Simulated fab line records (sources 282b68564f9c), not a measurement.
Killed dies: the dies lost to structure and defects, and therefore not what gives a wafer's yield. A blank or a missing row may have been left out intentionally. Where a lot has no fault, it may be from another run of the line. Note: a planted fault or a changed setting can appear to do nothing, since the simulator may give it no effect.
Which tool is to blame?    flow rit cmos    42 wafers from 14 lots sampled at 3 of the route's 202 steps

WHAT EACH GAUGE READ, for each wafer
RIT_PLDD_TW_MEAS_10. Usual: PLDD_TW gives 2365 (standard deviation 26).
lot   measured     on             PLDD_TW                        flag
L139  day 2 21:50  film metro-01  2395 2400 2393                 
L140  day 3 04:30  film metro-03  2366 2354 2375                 
L142  day 3 14:23  film metro-04  2349 2337 2349                 
L143  day 3 20:21  film metro-04  2353 2341 2345                 
L145  day 4 07:05  film metro-01  2391 2381 2407                 
L147  day 4 19:48  film metro-04  2348 2369 2354                 
L148  day 5 01:42  film metro-01  2401 2381 2387                 
L149  day 5 05:13  film metro-03  2346 2344 2345                 
L152  day 5 22:17  film metro-01  2403 2401 2404                 
L156  day 6 13:56  film metro-01  2403 2404 2414                 
L157  day 6 18:15  film metro-04  2710 2712 2697 2706 2716 2708  OFF
L158  day 7 00:25  film metro-04  2713 2697 2713 2723 2713 2726  OFF
L161  day 7 14:14  film metro-04  2352 2355 2351                 
L162  day 7 16:43  film metro-04  2343 2332 2349                 

RIT_SDANNEAL_RS_MEAS_06: measures by four-point-probe. Usual: PLDD_RS gives 178.5 ohm/sq (standard deviation 0.49).
lot   measured     on             PLDD_RS (ohm/sq)                     flag
L139  day 3 04:01  film metro-01  178.4 178.3 178.3                    
L140  day 3 10:50  film metro-03  178.4 178.4 178.8                    
L142  day 3 21:04  film metro-03  177.6 178.4 178.3                    
L143  day 4 02:37  film metro-04  178.4 178.8 178.5                    
L145  day 4 13:20  film metro-01  178.6 179.6 179.0                    
L147  day 5 02:01  film metro-04  177.7 177.9 177.8                    
L148  day 5 07:46  film metro-03  178.4 178.1 177.7                    
L149  day 5 11:25  film metro-01  179.1 178.3 178.5                    
L152  day 6 05:44  film metro-01  178.8 178.2 178.4                    
L156  day 6 20:20  film metro-01  178.7 179.0 178.4                    
L157  day 7 05:08  film metro-01  153.0 153.1 152.7 152.8 153.0 152.7  OFF
L158  day 7 10:12  film metro-01  153.0 153.7 152.7 153.0 153.7 152.8  OFF
L161  day 7 20:26  film metro-03  177.7 178.4 177.3                    
L162  day 7 23:05  film metro-03  178.3 178.6 178.7                    

WHICH TOOL RAN EACH LOT (tool, then ch and the chambers of the sampled wafers, then the start)
lot   RIT_PLDD_IMPLANT_08
L139  implanter-01 ch 0, day 2 21:31
L140  implanter-03 ch 0, day 3 04:11
L142  implanter-02 ch 0, day 3 14:05
L143  implanter-03 ch 0, day 3 20:01
L145  implanter-03 ch 0, day 4 06:46
L147  implanter-03 ch 0, day 4 19:29
L148  implanter-03 ch 0, day 5 01:23
L149  implanter-02 ch 0, day 5 04:53
L152  implanter-02 ch 0, day 5 21:58
L156  implanter-02 ch 0, day 6 13:36
L157  implanter-02 ch 0, day 6 17:56
L158  implanter-02 ch 0, day 7 00:06
L161  implanter-01 ch 0, day 7 13:54
L162  implanter-03 ch 0, day 7 16:26
- RIT_PLDD_IMPLANT_08

WHAT THE TOOLS THEMSELVES READ (means of the sampled wafers that have a number; where no wafer has one, the mark that the record gives instead)
RIT_PLDD_IMPLANT_08. Usual: beam energy keV 19.999, standard deviation 0.0065; beam on s 10.00 s, standard deviation 0.17; dose ions cm2 9.001e+14, standard deviation 9.9e+11; end station pressure torr 7.3e-06 Torr, standard deviation 4.1e-07; faraday current uA 2822, standard deviation 48.
lot   tool          beam energy keV  beam on s (s)  dose ions cm2  end station pressure torr (Torr)  faraday current uA  flag
L139  implanter-01  19.994           10.07          9.013e+14      7.0e-06                           2806                
L140  implanter-03  19.996           9.78           8.981e+14      7.2e-06                           2882                
L142  implanter-02  20.001           10.03          9.002e+14      7.1e-06                           2819                
L143  implanter-03  20.007           9.97           9.012e+14      7.5e-06                           2832                
L145  implanter-03  20.002           10.03          8.993e+14      7.3e-06                           2809                
L147  implanter-03  20.000           9.99           9.007e+14      7.7e-06                           2826                
L148  implanter-03  19.986           9.95           9.005e+14      7.1e-06                           2838                
L149  implanter-02  20.001           10.06          8.997e+14      7.2e-06                           2795                
L152  implanter-02  20.007           10.08          8.991e+14      7.4e-06                           2792                
L156  implanter-02  19.999           10.03          8.994e+14      7.4e-06                           2813                
L157  implanter-02  19.999           10.02          1.709e+15      9.1e-06                           5305                OFF
L158  implanter-02  19.995           9.98           1.710e+15      9.1e-06                           5330                OFF
L161  implanter-01  19.997           9.88           9.004e+14      7.2e-06                           2855                
L162  implanter-03  20.009           10.02          9.012e+14      7.0e-06                           2819                

THE ANSWER, worked out from the rows above alone
Rule: lot off if the mean of its wafers having a number is beyond 3 standard deviations from the usual mean. Also off: a lot with no number at a reading for which 4 or more lots have one. The other lots that the step has rows for count as sound. Order of review: gauges by route order, followed by the tools' own readings, for which a lot's mean as printed above is used. The first step at which some lot is off is used, and at that step the reading that is off furthest; a lot without a number counts as furthest.
Off: L157, L158, at RIT_PLDD_TW_MEAS_10 (PLDD_TW).
A tool fits if, at a process step before that reading, it ran every lot that is off, and no sound lot after the first of them. The gauges at RIT_PLDD_TW_MEAS_10 aren't tried: what is off there is off at RIT_SDANNEAL_RS_MEAS_06 too, on other tools, and a gauge's error can't cause that. One candidate fits, namely implanter-02 at RIT_PLDD_IMPLANT_08. Its last sound lot is L156 (day 6 13:36), its first lot that is off L157 (day 6 17:56): a fault that began between those two fits.
The tool's own readings at RIT_PLDD_IMPLANT_08 bear it out: on the lots that are off they differ by more than 5 times the standard deviation of the sound lots' means. dose ions cm2 reads 1.710e+15 there against 9.001e+14 on the sound lots; end station pressure torr reads 9.1e-06 Torr there against 7.3e-06 Torr on the sound lots; faraday current uA reads 5318 there against 2824 on the sound lots.

WHAT THE SIMULATOR HAD PUT IN
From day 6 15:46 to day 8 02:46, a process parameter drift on implanter-02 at RIT_PLDD_IMPLANT_08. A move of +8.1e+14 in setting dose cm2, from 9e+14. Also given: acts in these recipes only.
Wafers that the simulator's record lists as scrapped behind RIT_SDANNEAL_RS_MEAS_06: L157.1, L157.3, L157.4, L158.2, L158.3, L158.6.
Shown lots that were struck: L157, L158. The same result came from the rule above.
